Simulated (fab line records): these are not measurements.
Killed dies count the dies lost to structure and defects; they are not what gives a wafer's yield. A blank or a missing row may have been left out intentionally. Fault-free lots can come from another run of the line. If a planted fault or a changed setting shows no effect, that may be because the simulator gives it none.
Problem report in the 8D (eight disciplines) form, filled by code    flow rit-cmos    the parts of the form that need people (team, actions taken, sign-off) are left out

== 1. THE PROBLEM ==
Across 6 wafers from 2 lots, PRETRO_TW at RIT_PRETRO_TW_MEAS_10 averages 419.4, while fault-free wafers read 476.1 with a standard deviation of 2.7. That is -21 standard deviations from the usual mean.
Earliest sighting: wafer L318.4 on film-metro-02 at day 6 13:38. The record holds 42 wafers of 14 lots with a number at this step. The rule behind "out" and "out of limits": a value lying over 4 standard deviations away from the usual mean. All remaining wafers that have a number are taken as sound.

== 2. WHAT THIS IS AND IS NOT ==
question                     is                            is not
which readings at this step  PRETRO_TW                     -
which lots                   L318, L320                    L298, L299, L300, L301, L302, L303, L305, L306, L308, L309, L311, L317
which wafers of those lots   all that have a number        -
read on which gauges         film-metro-01, film-metro-02  film-metro-04
when                         from day 6 13:38              up to then (36 sound wafers)

== 3. THE SUSPECTS, EACH WITH WHAT RULES IT OUT ==
Counting: a tool at a process step up to the reading stays a suspect if it ran every lot that is out and no sound lot after the first of them.
- the gauge at RIT_PRETRO_TW_MEAS_10 has been ruled out. The wafers that are out were read on 2 gauges (film-metro-01, film-metro-02).
- implanter-03 at RIT_PRETRO_IMPLANT_08: kept. It ran every lot that is out, first L318 (day 6 13:22), and no sound lot after that; its last sound lot up to then is L300 (day 2 18:01). Its own dose-ions-cm2, faraday-current-uA readings are out on those wafers.
After counting, what remains is implanter-03 at RIT_PRETRO_IMPLANT_08.

== 4. THE CAUSE (what the simulator had put in) ==
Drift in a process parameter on implanter-03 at RIT_PRETRO_IMPLANT_08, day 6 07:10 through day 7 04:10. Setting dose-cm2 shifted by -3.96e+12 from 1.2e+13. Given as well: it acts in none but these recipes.
Only this tool survived the counting.

== 5. THE EFFECT CHAIN, in route order ==
Rows list readings where the struck wafers' mean (over those with a number) sits beyond 3 standard deviations from the usual. Scope: only readings with a usual standard deviation given in the record; hours: median across lots of the time from each lot's start at the first step in this table that gives one to its start at this step; sigmas: change in usual standard deviations.
hours  step                   reading             usual       on struck wafers  change       sigmas
0      RIT_PRETRO_IMPLANT_08  dose-ions-cm2       1.1996e+13  8.0382e+12        -3.9578e+12  -99 or more
0      RIT_PRETRO_IMPLANT_08  faraday-current-uA  37.9        25.4              -12.5        -17
0      RIT_PRETRO_TW_MEAS_10  PRETRO_TW           476.1       419.4             -56.7        -21
Process steps it contains:
- RIT_PRETRO_IMPLANT_08
At these later measuring or inspecting steps, every struck wafer for which the step has a row has a number for every such reading, and none has moved that far: RIT_NLDD_OVL_MEAS_06.

== 6. HOW IT WOULD HAVE BEEN CAUGHT EARLIER ==
6 hours passed between the start of the fault at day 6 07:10 and the first reading out of limits at a measuring or inspecting step in this record, taken at day 6 13:38.
The tool's own readings at RIT_PRETRO_IMPLANT_08 were out on every struck wafer that the step has a row for (dose-ions-cm2, faraday-current-uA): an alarm limit on them would have fired on the first of those.
Among the 2 lots that are out, L320 began RIT_PRETRO_IMPLANT_08 on implanter-03 after day 6 13:38. Holding the tool at that time would have saved it.
